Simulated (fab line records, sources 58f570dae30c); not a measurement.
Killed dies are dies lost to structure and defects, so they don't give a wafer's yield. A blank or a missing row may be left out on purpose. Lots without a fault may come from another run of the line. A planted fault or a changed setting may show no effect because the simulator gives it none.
Tool commonality check | flow berkeley_cmos170 | 14 lots, 42 wafers sampled

WHY IT WAS OPENED
At UCB170_SILICIDE_RS_MEAS_02 the reading SILICIDE_TI_RS is flagged on 2 of 14 lots. Wafers without a fault read 26.14 ohm/sq, standard deviation 0.28.
Rule: a lot is flagged when every wafer of it that has a number lies more than 4 standard deviations from that mean, or none has a number. The other lots count as sound.

lot  | measured     | on            | SILICIDE_TI_RS (ohm/sq), wafer by wafer | flag
L652 | day 7 03:30  | film_metro-01 | 26.40 25.94 26.26                       |
L649 | day 7 03:55  | film_metro-01 | 26.59 26.54 26.50                       |
L651 | day 7 04:01  | film_metro-02 | 26.29 26.23 26.12                       |
L650 | day 7 04:10  | film_metro-03 | 26.70 26.11 26.50                       |
L653 | day 8 05:56  | film_metro-01 | 26.10 26.07 26.42                       |
L654 | day 8 06:15  | film_metro-02 | 25.76 25.99 26.02                       |
L655 | day 8 06:15  | film_metro-03 | 25.61 25.62 25.16                       |
L658 | day 8 18:20  | film_metro-03 | 26.03 25.86 25.52                       |
L657 | day 8 18:31  | film_metro-01 | 26.09 26.24 25.87                       |
L662 | day 9 20:21  | film_metro-03 | 26.02 26.19 26.67                       |
L663 | day 9 20:22  | film_metro-01 | 21.13 21.20 21.13                       | FLAGGED
L665 | day 9 21:11  | film_metro-02 | 21.22 21.36 21.41                       | FLAGGED
L668 | day 10 08:55 | film_metro-02 | 26.44 25.70 26.27                       |
L670 | day 11 11:17 | film_metro-01 | 26.25 26.04 26.03                       |
The numbers of the flagged lots are 21.24 ohm/sq on average: -4.90 ohm/sq against the usual, or -17 standard deviations.

WHICH TOOL RAN EACH LOT
The record holds 3 process steps before the reading, out of a route of 331 steps. In each cell: the tool, then ch and the chambers that the sampled wafers went through, then the start.
lot  | flag    | UCB170_BACKSIDE_STRIP_03             | UCB170_SDANNEAL_RTA_01           | UCB170_SILICIDE_SPUTTER_01
L652 |         | plasma_asher-04 ch 0,1, day 7 02:30  | rtp_anneal-02 ch 0, day 7 02:51  | pvd_sputter-01, day 7 03:27
L649 |         | plasma_asher-04 ch 0,1, day 7 02:57  | rtp_anneal-02 ch 0, day 7 03:17  | pvd_sputter-03, day 7 03:53
L651 |         | plasma_asher-03 ch 0,1, day 7 03:01  | rtp_anneal-01 ch 0, day 7 03:21  | pvd_sputter-04, day 7 03:56
L650 |         | plasma_asher-01 ch 0,1, day 7 03:09  | rtp_anneal-02 ch 0, day 7 03:30  | pvd_sputter-01, day 7 04:07
L653 |         | plasma_asher-03 ch 0,1, day 8 04:48  | rtp_anneal-01 ch 0, day 8 05:17  | pvd_sputter-03, day 8 05:52
L654 |         | plasma_asher-04 ch 0,1, day 8 04:56  | rtp_anneal-02 ch 0, day 8 05:37  | pvd_sputter-01, day 8 06:13
L655 |         | plasma_asher-03 ch 0, day 8 05:07    | rtp_anneal-01 ch 0, day 8 05:37  | pvd_sputter-04, day 8 06:13
L658 |         | plasma_asher-04 ch 0,1, day 8 17:20  | rtp_anneal-01 ch 0, day 8 17:41  | pvd_sputter-03, day 8 18:17
L657 |         | plasma_asher-03 ch 0,1, day 8 17:28  | rtp_anneal-02 ch 0, day 8 17:52  | pvd_sputter-04, day 8 18:29
L662 |         | plasma_asher-03 ch 0,1, day 9 19:19  | rtp_anneal-02 ch 0, day 9 19:43  | pvd_sputter-01, day 9 20:19
L663 | FLAGGED | plasma_asher-01 ch 0,1, day 9 19:19  | rtp_anneal-01 ch 0, day 9 19:43  | pvd_sputter-04, day 9 20:20
L665 | FLAGGED | plasma_asher-01 ch 0,1, day 9 20:05  | rtp_anneal-01 ch 0, day 9 20:26  | pvd_sputter-04, day 9 21:10
L668 |         | plasma_asher-01 ch 0, day 10 05:35   | rtp_anneal-02 ch 0, day 10 08:16 | pvd_sputter-01, day 10 08:52
L670 |         | plasma_asher-04 ch 0,1, day 11 10:14 | rtp_anneal-02 ch 0, day 11 10:35 | pvd_sputter-03, day 11 11:14
What these steps do:
- UCB170_BACKSIDE_STRIP_03: strips in O2.
- UCB170_SDANNEAL_RTA_01: time 5 s.
- UCB170_SILICIDE_SPUTTER_01: material Ti, target thk 30 nm, time 25 s.
- UCB170_SILICIDE_RS_MEAS_02: measures by four-point-probe.

FLAGGED OVER TOTAL, TOOL BY TOOL (the gauges that took the reading come last)
step                       | tool            | lots run | flagged | share of the flagged lots | sound lots run after its first flagged lot
UCB170_BACKSIDE_STRIP_03   | plasma_asher-01 | 4        | 2       | all                       | 1 (L668)
UCB170_BACKSIDE_STRIP_03   | plasma_asher-03 | 5        | 0       | none                      | -
UCB170_BACKSIDE_STRIP_03   | plasma_asher-04 | 5        | 0       | none                      | -
UCB170_SDANNEAL_RTA_01     | rtp_anneal-01   | 6        | 2       | all                       | 0
UCB170_SDANNEAL_RTA_01     | rtp_anneal-02   | 8        | 0       | none                      | -
UCB170_SILICIDE_SPUTTER_01 | pvd_sputter-01  | 5        | 0       | none                      | -
UCB170_SILICIDE_SPUTTER_01 | pvd_sputter-03  | 4        | 0       | none                      | -
UCB170_SILICIDE_SPUTTER_01 | pvd_sputter-04  | 5        | 2       | all                       | 0
UCB170_SILICIDE_RS_MEAS_02 | film_metro-01   | 6        | 1       | some                      | 1 (L670)
UCB170_SILICIDE_RS_MEAS_02 | film_metro-02   | 4        | 1       | some                      | 1 (L668)
UCB170_SILICIDE_RS_MEAS_02 | film_metro-03   | 4        | 0       | none                      | -

WHAT THE TABLE ALLOWS
3 rows of the table ran every flagged lot: plasma_asher-01 at UCB170_BACKSIDE_STRIP_03, rtp_anneal-01 at UCB170_SDANNEAL_RTA_01, pvd_sputter-04 at UCB170_SILICIDE_SPUTTER_01.
- plasma_asher-01 at UCB170_BACKSIDE_STRIP_03: 2 of its 4 lots flagged. Sound lots ran on it after the first flagged one (L668), which a lasting fault on the whole tool wouldn't allow.
- rtp_anneal-01 at UCB170_SDANNEAL_RTA_01: 2 of its 6 lots flagged. Its last sound lot is L658 (day 8 17:41), its first flagged lot L663 (day 9 19:43): a fault that began between those two fits.
- pvd_sputter-04 at UCB170_SILICIDE_SPUTTER_01: 2 of its 5 lots flagged. Its last sound lot is L657 (day 8 18:29), its first flagged lot L663 (day 9 20:20): a fault that began between those two fits.
Counting lots can't tell these 2 tools apart, because each fits a fault that began at some hour. More lots, or a look at what each step does to the wafer, might.

WHAT THE SIMULATOR HAD PUT IN
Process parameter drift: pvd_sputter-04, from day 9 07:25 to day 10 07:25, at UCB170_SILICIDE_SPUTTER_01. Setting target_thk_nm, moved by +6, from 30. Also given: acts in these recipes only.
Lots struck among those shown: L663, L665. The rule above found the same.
